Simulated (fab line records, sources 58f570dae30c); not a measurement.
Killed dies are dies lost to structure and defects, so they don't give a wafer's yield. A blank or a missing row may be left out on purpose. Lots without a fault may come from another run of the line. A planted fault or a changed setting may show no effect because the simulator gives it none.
Which tool did it? | flow berkeley_cmos170 | 7 lots, 21 wafers sampled, at 2 steps of a route of 331

WHAT THE GAUGES READ, wafer by wafer
UCB170_M2_RS_MEAS_02: measures by four-point-probe.
lot  | measured     | on            | M2_AL_RS (ohm/sq)
L295 | day 7 09:13  | film_metro-04 | 0.03208 0.03195 0.03217
L292 | day 7 09:33  | film_metro-01 | 0.0321 0.0321 0.03211
L301 | day 9 03:59  | film_metro-01 | 0.03207 0.03216 0.03179
L306 | day 10 07:24 | film_metro-04 | 0.03557 0.03546 0.03562
L308 | day 10 19:11 | film_metro-03 | 0.03235 0.03185 0.03211
L311 | day 11 13:25 | film_metro-04 | 0.03179 0.03216 0.03168
L315 | day 12 05:28 | film_metro-04 | 0.03287 0.03232 0.03238

WHICH TOOL RAN EACH LOT (tool, then ch and the chambers of the sampled wafers, then the start)
lot  | UCB170_M2_SPUTTER_01
L295 | pvd_sputter-01, day 7 09:07
L292 | pvd_sputter-04, day 7 09:27
L301 | pvd_sputter-01, day 9 03:51
L306 | pvd_sputter-01, day 10 07:16
L308 | pvd_sputter-04, day 10 19:05
L311 | pvd_sputter-03, day 11 13:17
L315 | pvd_sputter-03, day 12 05:23
- UCB170_M2_SPUTTER_01: material Al, target thk 900 nm, time 120 s.

THE ANSWER, worked out from the rows above alone
Rule: what is usual is taken from the lots themselves. Put in order of their means at a reading, lots are off if they are a third of the lots or fewer, leave a main group of 4 or more, and stand apart from it by a gap of 3 or more times the standard deviation of the main group's means; of several such gaps the widest counts. A main group whose means are all the same, to the digits that the tables above print for the reading, isn't used. A lot without any number at a reading at which 4 lots or more have one is off too. The other lots that the step has rows for count as sound.
Off: L306, at UCB170_M2_RS_MEAS_02 (M2_AL_RS). The main group: mean 0.03211 ohm/sq, standard deviation 0.0002.
A tool fits if, at a process step before that reading, it ran every lot that is off, and no sound lot after the first of them. The gauges at UCB170_M2_RS_MEAS_02 are tried like those tools. One fits: pvd_sputter-01 at UCB170_M2_SPUTTER_01. Its last sound lot is L301 (day 9 03:51), its first lot that is off L306 (day 10 07:16): a fault that began between those two fits.

WHAT THE SIMULATOR HAD PUT IN
Process parameter drift: pvd_sputter-01, from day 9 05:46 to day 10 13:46, at UCB170_M2_SPUTTER_01. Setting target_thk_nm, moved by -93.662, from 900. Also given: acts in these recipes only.
Lots struck among those shown: L306. The rule above found the same.
